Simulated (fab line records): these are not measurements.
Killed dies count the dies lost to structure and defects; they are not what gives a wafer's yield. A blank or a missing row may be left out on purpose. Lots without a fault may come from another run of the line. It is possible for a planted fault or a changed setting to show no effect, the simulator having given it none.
One fault seen from 2 desks -- flow berkeley_cmos170 -- numbers are kept per desk, each desk with only its own; the story behind them comes last

## THE METROLOGY DESK
What the gauges read for every lot (on any tool): the sampled wafers with a number, averaged. The brackets show how far a lot's mean lies from the usual mean; more than 4 standard deviations puts the lot out of limits, marked OUT.
Columns: A = V1_OVL at UCB170_V1_OVL_MEAS_13, usual -1 nm; B = V2_BOW at UCB170_V2_BOW_MEAS_03, usual 34 um
lot,first seen here,A,B
L614,day 8 12:43,1,41
L616,day 9 01:47,-6,32
L615,day 9 03:29,2,33
L618,day 9 21:07,0,36
L621,day 9 21:23,-11,45
L622,day 9 21:40,4,36
L620,day 9 21:53,-3,35
L619,day 9 22:13,0,33
L623,day 11 03:37,-1,36
L626,day 11 04:01,4,42
L625,day 11 04:16,3,29
L631,day 12 09:45,5,37
L633,day 12 13:56,3,39
L637,day 13 04:16,-1,40
This desk's finding: nothing out of limits on any of the 14 lots.

## FOR THE TOOL OWNER'S DESK: litho_track-03
The tool's own readings at UCB170_V2_COAT_07 (resist thk 900 nm): means of the sampled wafers that have a number, for each lot that ran on this tool. The brackets show how far a lot's mean lies from the usual mean; more than 4 standard deviations puts the lot out of limits, marked OUT.
Columns: A = dispense_pressure_kPa at UCB170_V2_COAT_07, usual 51 kPa; B = spin_speed_rpm at UCB170_V2_COAT_07, usual 1500.2 rpm
lot,first seen here,A,B
L615,day 9 08:10,48,1501.2
L618,day 10 01:53,48,1499.8
L631,day 12 16:52,48,1500.5
L633,day 12 18:56,48,1499.8
This desk's finding: nothing out of limits on any of the 4 lots.

## ALL TOGETHER
Nothing out of limits was seen by the metrology desk.
Nothing out of limits was seen by the tool owner's desk.

## WHAT THE SIMULATOR HAD INSERTED
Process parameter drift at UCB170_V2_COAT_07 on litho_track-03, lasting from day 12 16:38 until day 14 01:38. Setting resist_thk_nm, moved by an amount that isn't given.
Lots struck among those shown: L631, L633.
